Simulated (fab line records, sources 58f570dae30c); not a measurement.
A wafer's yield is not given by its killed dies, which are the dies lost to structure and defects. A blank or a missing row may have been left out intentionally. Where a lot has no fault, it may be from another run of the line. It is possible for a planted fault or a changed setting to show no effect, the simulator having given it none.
The same fault as seen by 2 desks -- flow berkeley_cmos170 -- numbers are kept per desk, each desk with only its own; the story behind them comes last

== AT THE METROLOGY DESK ==
What the gauges read, lot by lot, whatever tool the lot ran on: means of the sampled wafers that have a number. Any lot whose mean is over 4 standard deviations away from the usual mean is out of limits and marked OUT; that distance is given in the brackets.
Columns: A = GATE_POLY_THK at UCB170_GATE_THK_MEAS_05, usual 213.4 nm; B = cd_nm at UCB170_PLDD_CD_MEAS_06, usual 1200.0 nm; C = PSD_OVL at UCB170_PSD_OVL_MEAS_07, usual 1 nm; D = PSD_RS at UCB170_SDANNEAL_RS_MEAS_02, usual 75.5 ohm/sq
lot,first seen here,A,B,C,D
L208,day 5 16:01,209.1,1200.2,8,75.4
L209,day 6 00:22,211.3,1201.0,-3,75.2
L211,day 6 16:08,213.7,1196.7,10,75.7
L210,day 6 16:12,215.4,1199.4,-6,75.5
L214,day 7 11:40,214.3,1198.5,2,75.4
L215,day 7 19:19,215.6,1198.7,-2,75.5
L216,day 7 19:19,211.9,1202.1,4,75.2
L217,day 7 19:20,214.0,1199.4,6,75.7
L218,day 8 08:31,210.7,1201.6,-1,75.9
L220,day 9 00:35,214.2,1201.4,153 (+29) OUT,-
L219,day 9 00:36,210.4,1198.0,1,75.4
L222,day 9 09:26,213.9,1202.3,153 (+29) OUT,-
L221,day 9 09:26,212.6,1199.3,6,75.2
L224,day 9 16:07,211.4,1201.1,5,74.6
L226,day 9 16:12,215.5,1199.1,159 (+30) OUT,-
L227,day 10 18:53,212.9,1199.2,158 (+30) OUT,-
Finding of this desk: L220, L222, L226, L227 out of limits, first seen on L220 at day 9 17:23 (PSD_OVL at UCB170_PSD_OVL_MEAS_07). L208, L209, L211, L210, L214, L215, L216, L217, L218, L219, L221, L224 stayed within limits.

== DESK OF THE TOOL OWNER: krf_scanner-01 ==
The tool's own readings at UCB170_PSD_EXPOSE_03 (exposes mask PSELECT MOD, target cd 1200 nm): means of the sampled wafers that have a number, for each lot that ran on this tool. Any lot whose mean is over 4 standard deviations away from the usual mean is out of limits and marked OUT; that distance is given in the brackets.
Columns: A = focus_offset_nm at UCB170_PSD_EXPOSE_03, usual 0.0 nm; B = reticle_temp_C at UCB170_PSD_EXPOSE_03, usual 22.99 C
lot,first seen here,A,B
L211,day 7 02:22,-0.6,23.15
L215,day 8 09:44,0.2,22.94
L217,day 8 09:54,0.6,22.98
L219,day 9 11:10,-0.3,22.87
L220,day 9 16:33,-0.3,23.08
L222,day 10 01:13,0.0,22.93
L226,day 10 01:51,-0.3,23.00
L227,day 11 05:25,-0.4,22.90
Result from this desk: across the 8 lots, nothing is out of limits.

== BROUGHT TOGETHER ==
An alarm was possible from the metrology desk at day 9 17:23, on L220, L222, L226, L227.
The tool owner's desk saw nothing out of limits.
Tool owner's desk: L220, L222, L226, L227 on record, inside its limits.
UCB170_PSD_EXPOSE_03 was run on krf_scanner-01 by each of the lots named.

== WHAT THE SIMULATOR HAD PUT IN ==
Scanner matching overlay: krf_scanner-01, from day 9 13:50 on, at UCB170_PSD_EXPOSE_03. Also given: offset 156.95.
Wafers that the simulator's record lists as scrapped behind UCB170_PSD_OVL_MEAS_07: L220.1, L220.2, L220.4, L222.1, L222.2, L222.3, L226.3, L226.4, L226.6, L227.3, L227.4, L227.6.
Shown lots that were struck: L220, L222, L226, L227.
Per desk, hours elapsed from the start of the fault to the first reading out of limits: for the metrology desk, 4.
